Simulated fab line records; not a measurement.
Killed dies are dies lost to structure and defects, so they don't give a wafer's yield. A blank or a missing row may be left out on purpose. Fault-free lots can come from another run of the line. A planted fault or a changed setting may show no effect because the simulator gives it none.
Which tool was responsible? | flow berkeleyCmos170 | 14 lots with 42 wafers sampled at 6 steps, on a route of 331 steps

== WHAT EACH GAUGE READ, for each wafer ==
UCB170_WELLDRIVE_THK_MEAS_02. Usual: WELLDRIVE_OXIDE_THK typically reads 199 nm, with standard deviation 4.6.
lot  | measured    | on           | WELLDRIVE_OXIDE_THK (nm) | flag
L390 | day 3 10:05 | filmMetro-04 | 204 204 202              | 
L391 | day 3 17:49 | filmMetro-04 | 196 198 198              | 
L392 | day 4 05:54 | filmMetro-02 | 205 200 198              | 
L393 | day 4 05:54 | filmMetro-01 | 199 198 204              | 
L397 | day 5 03:32 | filmMetro-04 | 192 195 194              | 
L400 | day 5 17:18 | filmMetro-01 | 204 202 200              | 
L401 | day 5 22:08 | filmMetro-04 | 203 196 200              | 
L402 | day 6 04:48 | filmMetro-02 | 198 196 198              | 
L404 | day 6 04:52 | filmMetro-04 | 195 196 192              | 
L405 | day 6 15:08 | filmMetro-04 | 197 198 202              | 
L406 | day 6 15:09 | filmMetro-02 | 196 198 199              | 
L412 | day 7 18:50 | filmMetro-02 | 196 196 200              | 
L411 | day 7 18:50 | filmMetro-01 | 197 196 195              | 
L413 | day 8 04:07 | filmMetro-02 | 203 206 205              | 

UCB170_ACTIVE_THK_MEAS_06. Usual: ACTIVE_NITRIDE_THK typically reads 218.9 nm, with standard deviation 2.
lot  | measured    | on           | ACTIVE_NITRIDE_THK (nm) | flag
L390 | day 4 04:34 | filmMetro-03 | 219.2 218.7 219.9       | 
L391 | day 4 12:58 | filmMetro-02 | 219.2 219.2 219.8       | 
L392 | day 4 20:06 | filmMetro-02 | 219.4 219.0 219.8       | 
L393 | day 4 20:06 | filmMetro-01 | 221.0 218.3 219.9       | 
L397 | day 5 11:58 | filmMetro-01 | 219.4 216.4 217.5       | 
L400 | day 6 08:30 | filmMetro-01 | 140.0 137.2 138.2       | OFF
L401 | day 6 08:29 | filmMetro-03 | 140.2 142.6 141.1       | OFF
L402 | day 6 18:43 | filmMetro-01 | 219.5 219.0 219.5       | 
L404 | day 6 18:44 | filmMetro-02 | 221.0 220.2 221.4       | 
L405 | day 6 23:58 | filmMetro-02 | 221.4 221.2 221.2       | 
L406 | day 6 23:58 | filmMetro-03 | 218.5 218.4 218.9       | 
L412 | day 8 09:34 | filmMetro-02 | 217.1 216.8 215.5       | 
L411 | day 8 09:34 | filmMetro-03 | 222.7 222.3 221.2       | 
L413 | day 8 17:05 | filmMetro-03 | 217.9 220.7 216.2       | 

UCB170_GATE_CD_MEAS_90 targets a cd of 350 nm. Usual: 350.4 nm for cdNm, sd 1.3.
lot  | measured     | on       | cdNm (nm)         | flag
L390 | day 6 00:17  | cdSem-02 | 349.8 350.7 351.0 | 
L391 | day 6 12:43  | cdSem-02 | 351.1 350.9 349.6 | 
L392 | day 6 15:22  | cdSem-02 | 350.4 347.8 350.6 | 
L393 | day 6 15:37  | cdSem-02 | 349.8 348.5 347.7 | 
L397 | day 7 03:27  | cdSem-01 | 349.5 350.1 349.7 | 
L400 | day 8 04:12  | cdSem-02 | 350.3 350.7 348.8 | 
L401 | day 8 04:07  | cdSem-01 | 348.9 350.8 349.7 | 
L402 | day 8 18:50  | cdSem-01 | 349.3 349.1 348.1 | 
L404 | day 8 18:44  | cdSem-01 | 351.3 351.1 351.1 | 
L405 | day 8 23:15  | cdSem-01 | 352.6 349.5 351.2 | 
L406 | day 8 23:31  | cdSem-02 | 350.5 352.3 351.1 | 
L412 | day 10 04:59 | cdSem-01 | 351.6 350.8 351.4 | 
L411 | day 10 04:50 | cdSem-01 | 349.5 350.1 349.2 | 
L413 | day 10 12:02 | cdSem-02 | 352.9 350.3 353.2 | 

UCB170_CONTACT_CD_MEAS_15 targets a cd of 700 nm. Usual: 699.8 nm for cdNm, sd 1.5.
lot  | measured     | on       | cdNm (nm)         | flag
L390 | day 6 23:04  | cdSem-01 | 700.9 701.4 700.6 | 
L391 | day 8 06:50  | cdSem-02 | 697.9 697.9 699.0 | 
L392 | day 7 13:07  | cdSem-02 | 697.9 698.1 699.7 | 
L393 | day 7 12:58  | cdSem-01 | 699.6 700.2 698.9 | 
L397 | day 8 00:07  | cdSem-02 | 701.6 701.0 701.6 | 
L400 | day 9 05:40  | cdSem-01 | 699.8 700.4 700.0 | 
L401 | day 9 02:20  | cdSem-01 | 700.6 702.9 701.5 | 
L402 | day 9 16:44  | cdSem-01 | 698.1 699.4 699.6 | 
L404 | day 9 16:42  | cdSem-02 | 699.3 699.8 699.7 | 
L405 | day 10 00:04 | cdSem-01 | 701.5 701.9 700.5 | 
L406 | day 10 00:18 | cdSem-01 | 700.5 701.4 700.1 | 
L412 | day 11 01:31 | cdSem-01 | 698.7 700.0 699.9 | 
L411 | day 11 01:17 | cdSem-02 | 698.6 698.1 699.3 | 
L413 | day 11 07:02 | cdSem-02 | 700.0 700.3 701.8 | 

== TOOL THAT RAN EACH LOT (tool first, then ch and the chambers of the sampled wafers, then the start) ==
lot  | UCB170_ACTIVE_CVD_05       | UCB170_ACTIVE_ETCH_15
L390 | lpcvd-01 ch 0, day 4 02:38 | rieDiel-01 ch 0,1,2, day 4 05:53
L391 | lpcvd-01 ch 1, day 4 11:03 | rieDiel-03 ch 1,2,3, day 4 14:11
L392 | lpcvd-02 ch 1, day 4 17:14 | rieDiel-01 ch 1,3, day 4 21:39
L393 | lpcvd-02 ch 1, day 4 17:14 | rieDiel-03 ch 0,1,3, day 4 21:25
L397 | lpcvd-02 ch 0, day 5 10:02 | rieDiel-01 ch 0,1,3, day 5 13:37
L400 | lpcvd-02 ch 0, day 6 06:34 | rieDiel-01 ch 1,2,3, day 6 10:13
L401 | lpcvd-02 ch 0, day 6 06:34 | rieDiel-04 ch 0,1,3, day 6 09:57
L402 | lpcvd-01 ch 1, day 6 16:47 | rieDiel-03 ch 1,2,3, day 6 20:08
L404 | lpcvd-01 ch 0, day 6 16:47 | rieDiel-01 ch 0,2,3, day 6 20:22
L405 | lpcvd-01 ch 0, day 6 22:02 | rieDiel-04 ch 0,1,3, day 7 01:22
L406 | lpcvd-01 ch 1, day 6 22:02 | rieDiel-01 ch 0,1,3, day 7 01:15
L412 | lpcvd-01 ch 1, day 8 07:38 | rieDiel-03 ch 1,2, day 8 11:28
L411 | lpcvd-01 ch 0, day 8 07:38 | rieDiel-04 ch 1,3, day 8 11:11
L413 | lpcvd-01 ch 1, day 8 15:10 | rieDiel-04 ch 0,1,2, day 8 19:00
- UCB170_ACTIVE_CVD_05: deposits Si3N4 from SiH2Cl2/NH3, target thk 220 nm, time 3300 s.
- UCB170_ACTIVE_ETCH_15: etches Si3N4 in CH3F/Ar/O2, stops on SiO2, target depth 242 nm, time 151 s.

== WHAT THE TOOLS THEMSELVES READ (means of the sampled wafers that have a number; where no wafer has one, the mark that the record gives instead) ==
UCB170_ACTIVE_CVD_05. Usual: pressureMtorr 199.9 mTorr, standard deviation 0.41; spikeTcCentreC 802.9 C, standard deviation 1.1; spikeTcLoadC 824 C, standard deviation 3.1; spikeTcSourceC 823.4 C, standard deviation 2.4; susceptorTempC 800.0 C, standard deviation 0.33.
lot  | tool     | pressureMtorr (mTorr) | spikeTcCentreC (C) | spikeTcLoadC (C) | spikeTcSourceC (C) | susceptorTempC (C) | flag
L390 | lpcvd-01 | 200.6                 | 803.2              | 821              | 824.5              | 800.1              | 
L391 | lpcvd-01 | 199.5                 | 802.4              | 825              | 818.9              | 799.7              | 
L392 | lpcvd-02 | 199.8                 | 803.0              | 827              | 826.3              | 800.3              | 
L393 | lpcvd-02 | 199.6                 | 802.3              | 826              | 825.4              | 799.9              | 
L397 | lpcvd-02 | 199.9                 | 804.3              | 821              | 824.0              | 800.4              | 
L400 | lpcvd-02 | 199.9                 | 778.7              | 797              | 798.5              | 774.8              | OFF
L401 | lpcvd-02 | 199.6                 | 778.5              | 796              | 798.4              | 775.3              | OFF
L402 | lpcvd-01 | 199.5                 | 804.0              | 824              | 819.9              | 800.0              | 
L404 | lpcvd-01 | 199.5                 | 802.0              | 819              | 823.7              | 800.1              | 
L405 | lpcvd-01 | 199.9                 | 803.7              | 820              | 825.2              | 800.0              | 
L406 | lpcvd-01 | 199.7                 | 802.7              | 824              | 819.9              | 800.0              | 
L412 | lpcvd-01 | 199.8                 | 802.1              | 825              | 819.9              | 799.8              | 
L411 | lpcvd-01 | 200.1                 | 802.9              | 820              | 825.0              | 800.5              | 
L413 | lpcvd-01 | 199.9                 | 802.0              | 824              | 819.2              | 799.9              | 

UCB170_ACTIVE_ETCH_15. Usual: drypumpMotorCurrentA 6.0 A, standard deviation 0.38; oesProductAu 0.936 a.u., standard deviation 0.016; throttleValvePct 8.01 %, standard deviation 0.14.
lot  | tool       | drypumpMotorCurrentA (A) | oesProductAu (a.u.) | throttleValvePct (%) | flag
L390 | rieDiel-01 | 6.2                      | 0.934               | 7.99                 | 
L391 | rieDiel-03 | 6.1                      | 0.946               | 7.97                 | 
L392 | rieDiel-01 | 5.7                      | 0.924               | 8.04                 | 
L393 | rieDiel-03 | 6.0                      | 0.942               | 8.08                 | 
L397 | rieDiel-01 | 5.9                      | 0.916               | 7.98                 | 
L400 | rieDiel-01 | 6.0                      | 0.728               | 8.03                 | OFF
L401 | rieDiel-04 | 5.9                      | 0.747               | 7.98                 | OFF
L402 | rieDiel-03 | 6.1                      | 0.944               | 7.97                 | 
L404 | rieDiel-01 | 6.2                      | 0.939               | 8.01                 | 
L405 | rieDiel-04 | 5.9                      | 0.950               | 7.99                 | 
L406 | rieDiel-01 | 5.9                      | 0.918               | 7.97                 | 
L412 | rieDiel-03 | 6.1                      | 0.944               | 8.14                 | 
L411 | rieDiel-04 | 5.7                      | 0.965               | 8.01                 | 
L413 | rieDiel-04 | 5.9                      | 0.930               | 7.96                 | 

== THE ANSWER, worked out from the rows above alone ==
Rule: take the mean of a lot's wafers that have a number; if it is more than 3 standard deviations from the usual mean, the lot is off. Also off: a lot with no number at a reading for which 4 or more lots have one. All remaining lots with rows at the step are treated as sound. First the gauges in route order, then the tools' own readings, where a lot's mean is used as printed above. At the first step where some lot is off, the reading lying furthest off is the one used; lots without a number count as furthest.
Off: at UCB170_ACTIVE_THK_MEAS_06 (ACTIVE_NITRIDE_THK), L400, L401.
A tool fits if, at a process step before that reading, it ran every lot that is off, and no sound lot after the first of them. Not tried: the gauges at UCB170_ACTIVE_THK_MEAS_06; whatever is off there is also off at UCB170_ACTIVE_CVD_05, on other tools, and gauge error can't account for it. One fits: UCB170_ACTIVE_CVD_05 on lpcvd-02. Its last sound lot is L397 (day 5 10:02), its first lot that is off L400 (day 6 06:34): a fault that began between those two fits.
The tool's own readings at UCB170_ACTIVE_CVD_05 bear it out: on the lots that are off they differ by more than 5 times the standard deviation of the sound lots' means. spikeTcCentreC reads 778.6 C there against 802.9 C on the sound lots; spikeTcLoadC reads 796 C there against 823 C on the sound lots; spikeTcSourceC reads 798.5 C there against 822.7 C on the sound lots; susceptorTempC reads 775.0 C there against 800.1 C on the sound lots.

== WHAT THE SIMULATOR PUT IN ==
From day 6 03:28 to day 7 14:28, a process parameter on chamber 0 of lpcvd-02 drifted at UCB170_ACTIVE_CVD_05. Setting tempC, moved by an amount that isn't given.
Shown lots that were struck: L400, L401. The rule above found the same.
